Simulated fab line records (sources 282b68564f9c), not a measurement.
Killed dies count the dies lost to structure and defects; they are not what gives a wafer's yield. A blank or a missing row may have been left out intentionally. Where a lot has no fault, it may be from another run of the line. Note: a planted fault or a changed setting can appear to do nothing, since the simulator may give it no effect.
Chamber matching || flow rit_cmos || rie_diel-01 running RIT_SPACER_ETCHBACK_05: 4 sister chambers
The step etches Si3N4 in SF6/CHF3, stops on SiO2, target depth 250 nm, time 240 s. 14 wafers are shown with their chamber, then 7 later ones without.

== WAFERS WITH THEIR CHAMBER ==
{"wafer": "L591.1", "chamber": 0, "throttle_valve_pct (%)": 10.59, "drypump_motor_current_A (A)": 5.7, "oes_product_au (a.u.)": 0.824}
{"wafer": "L591.3", "chamber": 1, "throttle_valve_pct (%)": 10.31, "drypump_motor_current_A (A)": 5.4, "oes_product_au (a.u.)": 0.857}
{"wafer": "L591.5", "chamber": 3, "throttle_valve_pct (%)": 10.63, "drypump_motor_current_A (A)": 5.3, "oes_product_au (a.u.)": 0.845}
{"wafer": "L593.4", "chamber": 3, "throttle_valve_pct (%)": 10.62, "drypump_motor_current_A (A)": 5.3, "oes_product_au (a.u.)": 0.858}
{"wafer": "L593.5", "chamber": 0, "throttle_valve_pct (%)": 10.58, "drypump_motor_current_A (A)": 5.7, "oes_product_au (a.u.)": 0.829}
{"wafer": "L593.6", "chamber": 1, "throttle_valve_pct (%)": 10.33, "drypump_motor_current_A (A)": 5.5, "oes_product_au (a.u.)": 0.876}
{"wafer": "L595.4", "chamber": 2, "throttle_valve_pct (%)": 10.28, "drypump_motor_current_A (A)": 6.1, "oes_product_au (a.u.)": 0.856}
{"wafer": "L595.5", "chamber": 1, "throttle_valve_pct (%)": 10.32, "drypump_motor_current_A (A)": 5.4, "oes_product_au (a.u.)": 0.865}
{"wafer": "L595.6", "chamber": 2, "throttle_valve_pct (%)": 10.23, "drypump_motor_current_A (A)": 6.0, "oes_product_au (a.u.)": 0.858}
{"wafer": "L597.2", "chamber": 3, "throttle_valve_pct (%)": 10.62, "drypump_motor_current_A (A)": 5.3, "oes_product_au (a.u.)": 0.863}
{"wafer": "L597.5", "chamber": 0, "throttle_valve_pct (%)": 10.58, "drypump_motor_current_A (A)": 5.7, "oes_product_au (a.u.)": 0.827}
{"wafer": "L597.6", "chamber": 3, "throttle_valve_pct (%)": 10.64, "drypump_motor_current_A (A)": 5.3, "oes_product_au (a.u.)": 0.860}
{"wafer": "L598.2", "chamber": 0, "throttle_valve_pct (%)": 10.59, "drypump_motor_current_A (A)": 5.7, "oes_product_au (a.u.)": 0.836}
{"wafer": "L598.3", "chamber": 1, "throttle_valve_pct (%)": 10.32, "drypump_motor_current_A (A)": 5.4, "oes_product_au (a.u.)": 0.868}

SIGNATURES (means of the wafers above)
{"reading": "throttle_valve_pct", "chamber 0": 10.5850, "chamber 1": 10.3200, "chamber 2": 10.2550, "chamber 3": 10.6275, "scatter within a chamber": 0.0135}
{"reading": "drypump_motor_current_A", "chamber 0": 5.700, "chamber 1": 5.425, "chamber 2": 6.050, "chamber 3": 5.300, "scatter within a chamber": 0.0354}
{"reading": "oes_product_au", "chamber 0": 0.82900, "chamber 1": 0.86650, "chamber 2": 0.85700, "chamber 3": 0.85650, "scatter within a chamber": 0.00674}
Rule: a wafer lies at a distance from a chamber equal to the root of the sum of squares, over the readings, of (its reading less the chamber's mean, divided by the reading's scatter). If the next closest chamber is less than 2 further off than the closest, the wafer can't be placed; otherwise it belongs to the closest. The scatter: the root of (the sum of the squares of (reading less its chamber's mean) over the shown wafers, divided by (wafers less chambers)).

== WAFERS WITHOUT THEIR CHAMBER ==
{"wafer": "L598.5", "throttle_valve_pct (%)": 10.62, "drypump_motor_current_A (A)": 5.3, "oes_product_au (a.u.)": 0.867}
{"wafer": "L608.2", "throttle_valve_pct (%)": 10.26, "drypump_motor_current_A (A)": 6.1, "oes_product_au (a.u.)": 0.850}
{"wafer": "L608.3", "throttle_valve_pct (%)": 10.31, "drypump_motor_current_A (A)": 5.4, "oes_product_au (a.u.)": 0.860}
{"wafer": "L608.4", "throttle_valve_pct (%)": 10.59, "drypump_motor_current_A (A)": 5.7, "oes_product_au (a.u.)": 0.823}
{"wafer": "L610.2", "throttle_valve_pct (%)": 10.63, "drypump_motor_current_A (A)": 5.3, "oes_product_au (a.u.)": 0.855}
{"wafer": "L610.5", "throttle_valve_pct (%)": 10.59, "drypump_motor_current_A (A)": 5.7, "oes_product_au (a.u.)": 0.818}
{"wafer": "L610.6", "throttle_valve_pct (%)": 10.61, "drypump_motor_current_A (A)": 5.2, "oes_product_au (a.u.)": 0.858}

== THE CHAMBER EACH PASSED THROUGH ==
{"wafer": "L598.5", "from the rows above": 3, "in truth": 3}
{"wafer": "L608.2", "from the rows above": 2, "in truth": 2}
{"wafer": "L608.3", "from the rows above": 1, "in truth": 1}
{"wafer": "L608.4", "from the rows above": 0, "in truth": 0}
{"wafer": "L610.2", "from the rows above": 3, "in truth": 3}
{"wafer": "L610.5", "from the rows above": 0, "in truth": 0}
{"wafer": "L610.6", "from the rows above": 3, "in truth": 3}
Placed correctly: 7 of 7. From these rows, 0 cannot be placed. Wrongly placed: 0.
